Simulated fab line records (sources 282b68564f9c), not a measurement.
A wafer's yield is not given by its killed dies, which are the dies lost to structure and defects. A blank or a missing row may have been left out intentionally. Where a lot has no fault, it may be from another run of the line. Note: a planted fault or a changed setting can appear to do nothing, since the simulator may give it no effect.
A lot that was struck, set against a sound lot ; flow rit_cmos ; 17 steps out of a route of 202
Sound: these wafers, L321.1, L321.2, L321.4. The struck wafers were L335.2, L335.3, L335.4. The cause is named last.
Order at every step that has rows: each side's tool, ch and its chambers, its first start. Under that, the readings that differ: sound wafers ; struck wafers ; difference of the means ; sigmas: that difference in standard deviations of wafers without a fault.
alike: readings whose means differ by less than 2 such deviations, and words and numbers that are the same on both sides. not compared: withheld readings, readings that some wafer has no value for, bounds like >300 that may hide the same value, and numbers for which the record gives no deviation and whose values overlap.
The two part at a step that has a row with sigmas, a row that says differs or no value, or rows on one side only. Numbers that have no deviation but don't overlap get no sigmas and don't part them. A reading missing from all wafers of one side parts the sides only when that side holds two or more wafers.

first, 1 step without rows for these wafers: RIT_PSD_IMPLANT_08.
RIT_PSD_STRIP_09: strips in O2, time 180 s.
  sound on plasma_asher-04 ch 0,1, day 3 05:41; struck on plasma_asher-04 ch 0,1, day 6 04:25
  alike: drypump_motor_current_A
  not compared: rf_hours_counter_h
RIT_PSD_TW_MEAS_10:
  struck on film_metro-02, day 6 04:35; sound on film_metro-03, day 3 05:51
  alike: PSD_TW
then, 3 steps without rows for these wafers: RIT_SDANNEAL_CLEAN_00 (cleans in SC1, time 600 s); RIT_SDANNEAL_CLEAN_01 (cleans in dHF, time 30 s); RIT_SDANNEAL_CLEAN_02 (cleans in SC2, time 600 s).
RIT_SDANNEAL_RTA_03: time 5 s.
  sound on rtp_anneal-02 ch 0, day 3 06:18; struck on rtp_anneal-02 ch 0, day 6 05:02
  alike: wafer_temp_C_max
RIT_SDANNEAL_RS_MEAS_04: a four-point-probe measurement.
  struck on film_metro-02, day 6 05:06; sound on film_metro-02, day 3 06:21
  alike: PSD_RS
RIT_SDANNEAL_RS_MEAS_05: a four-point-probe measurement.
  struck on film_metro-02, day 6 05:13; sound on film_metro-02, day 3 06:28
reading;sound;struck;difference;sigmas
NSD_RS (ohm/sq);84.22 83.97 84.19;84.96 84.65 84.64;+0.62;+2
RIT_SDANNEAL_RS_MEAS_06: a four-point-probe measurement.
  struck on film_metro-02, day 6 05:20; sound on film_metro-02, day 3 06:35
  alike: PLDD_RS
RIT_SDANNEAL_RS_MEAS_07: a four-point-probe measurement.
  struck on film_metro-02, day 6 05:28; sound on film_metro-02, day 3 06:43
  alike: NLDD_RS
then, 1 step without rows for these wafers: RIT_SILICIDE_WET_ETCH_00 (etches SiO2 in BOE, target depth 14 nm, time 15 s).
RIT_SILICIDE_SPUTTER_01: material Ti, target thk 30 nm, time 240 s.
  struck on pvd_sputter-02, day 6 05:34; sound on pvd_sputter-02, day 3 06:51
reading;sound;struck;difference;sigmas
model.Ti_of_SILICIDE_SPUTTER_01.thk_nm (nm);31.56 31 30.75;37.99 37.79 37.8;+6.76;
  alike: cathode_dc_power_W, throttle_valve_pct
RIT_SILICIDE_RS_MEAS_02: a four-point-probe measurement.
  struck on film_metro-04, day 6 05:44; sound on film_metro-03, day 3 07:00
reading;sound;struck;difference;sigmas
SILICIDE_TI_RS (ohm/sq);45.0 46.0 46.5;35.6 35.9 35.9;-10.0;-17
RIT_SILICIDE_THK_MEAS_03: measures by xrf.
  struck on film_metro-04, day 6 05:51; sound on film_metro-03, day 3 07:07
reading;sound;struck;difference;sigmas
SILICIDE_TI_THK (nm);31.7 31.0 30.7;37.7 37.3 37.4;+6.3;+18
RIT_SILICIDE_RTA_04: time 10 s, ramp up 5 s, ramp down 5 s.
  sound on rtp_anneal-01 ch 0, day 3 07:11; struck on rtp_anneal-01 ch 0, day 6 05:55
  alike: wafer_temp_C_max
RIT_M1_PROBE_99:
  struck on prober-02, day 7 14:47; sound on prober-02, day 3 13:37
reading;sound;struck;difference;sigmas
model.etest.npoly_line.line_ohm_um;172.1 165.3 171.5;145.8 149 153.2;-20.3;
model.etest.ppoly_line.line_ohm_um;160.9 163.2 163.1;143.8 143.5 146.9;-17.7;
model.etest.contact_pplus.end_ohm_um;46.46 46.61 46.75;56.62 57.72 59.94;+11.49;
model.etest.contact_nplus.end_ohm_um;45.34 44.47 44.34;53.64 54.28 53.18;+8.98;
model.etest.npoly_line.rs_ohm_sq;16.42 16.61 16.76;14.45 14.48 14.55;-2.10;
model.etest.ppoly_line.rs_ohm_sq;15.89 16.18 16.07;14.06 14.1 14.16;-1.94;
  alike: killed_at_contacts, killed_at_front_end, killed_dies, killed_open, killed_short
  not compared: model.etest.ppoly_line.width_nm, model.etest.npoly_line.width_nm

## WHERE THEY PART
Earliest at RIT_SDANNEAL_RS_MEAS_05; latest, in this record, at RIT_SILICIDE_THK_MEAS_03. Later steps at which nothing parts them and some readings are alike: RIT_SILICIDE_RTA_04, RIT_M1_PROBE_99.

WHY: what the simulator had put in
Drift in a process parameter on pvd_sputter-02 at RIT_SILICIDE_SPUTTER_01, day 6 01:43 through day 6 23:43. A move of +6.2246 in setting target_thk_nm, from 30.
